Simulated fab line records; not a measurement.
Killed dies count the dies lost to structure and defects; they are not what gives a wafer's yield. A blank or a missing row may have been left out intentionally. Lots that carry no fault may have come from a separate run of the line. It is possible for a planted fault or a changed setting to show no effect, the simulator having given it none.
8D (eight disciplines) problem report, filled in by code + flow berkeley cmos170 + the parts of the form that need people (team, actions taken, sign-off) are left out

== 1. WHAT WENT WRONG ==
Wafers without a fault read 20.98 C, standard deviation 0.12; developer temp C at UCB170_V1_DEVELOP_11 reads a mean of 21.80 C on 6 wafers belonging to 2 lots. That puts it +6.8 standard deviations away from the usual mean.
The step: develop time 45 s.
First seen on wafer L848.1, day 9 12:00, on litho track-04. Wafers with a number at this step in the record: 42, from 14 lots. The rule behind "out" and "out of limits": a value lying over 4 standard deviations away from the usual mean. Any other wafer with a number is counted as sound.

== 2. WHAT IT IS, WHAT IT ISN'T ==
| question                    | is                     | is not                                                                                             |
|-----------------------------|------------------------|----------------------------------------------------------------------------------------------------|
| which readings at this step | developer temp C       | -                                                                                                  |
| which lots                  | L848, L851             | L837, L838, L839, L840, L841, L842, L855, L856, L857, L858, L859, L860                             |
| which wafers of those lots  | all that have a number | -                                                                                                  |
| read on which tools         | litho track-04         | litho track-01, litho track-02                                                                     |
| when                        | from day 9 12:00       | up to then (18 sound wafers); but 18 sound wafers of L855, L856, L857, L858, L859, L860 came after |

== 3. THE SUSPECTS, EACH WITH WHAT RULES IT OUT ==
Counting: a tool at any process step up to the reading remains a suspect when it ran all the lots that are out and ran no sound lot after the first of those.
- litho track-04 at UCB170_V1_DEVELOP_11 (develop time 45 s): kept. It ran every lot that is out, first L848 (day 9 12:00), and no sound lot after that; its last sound lot up to then is L842 (day 8 02:00). On those wafers its own readings are out: developer temp C.
Remaining after the count: litho track-04 at UCB170_V1_DEVELOP_11.

== 4. THE CAUSE (what the simulator had put in) ==
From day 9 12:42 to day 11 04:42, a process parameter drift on litho track-04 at UCB170_V1_DEVELOP_11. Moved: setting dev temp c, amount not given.
This tool alone remained once counting was done.

== 5. SEQUENCE OF EFFECTS, ordered by route ==
One row per reading whose mean, taken over the struck wafers that have a number, lies over 3 standard deviations from the usual. Only readings whose record carries a usual standard deviation are examined. hours: median over the lots of the time between each lot's start at the first step of this table that gives one and its start at this step. sigmas: the change, counted in usual standard deviations.
| hours | step                 | reading          | usual   | on struck wafers | change | sigmas |
|-------|----------------------|------------------|---------|------------------|--------|--------|
| 0     | UCB170_V1_DEVELOP_11 | developer temp C | 20.98 C | 21.80            | +0.82  | +6.8   |
Here are the process steps it includes:
- UCB170_V1_DEVELOP_11: develop time 45 s.

== 6. HOW IT WOULD HAVE BEEN CAUGHT EARLIER ==
In this record the first reading out of limits was taken at day 9 12:00.
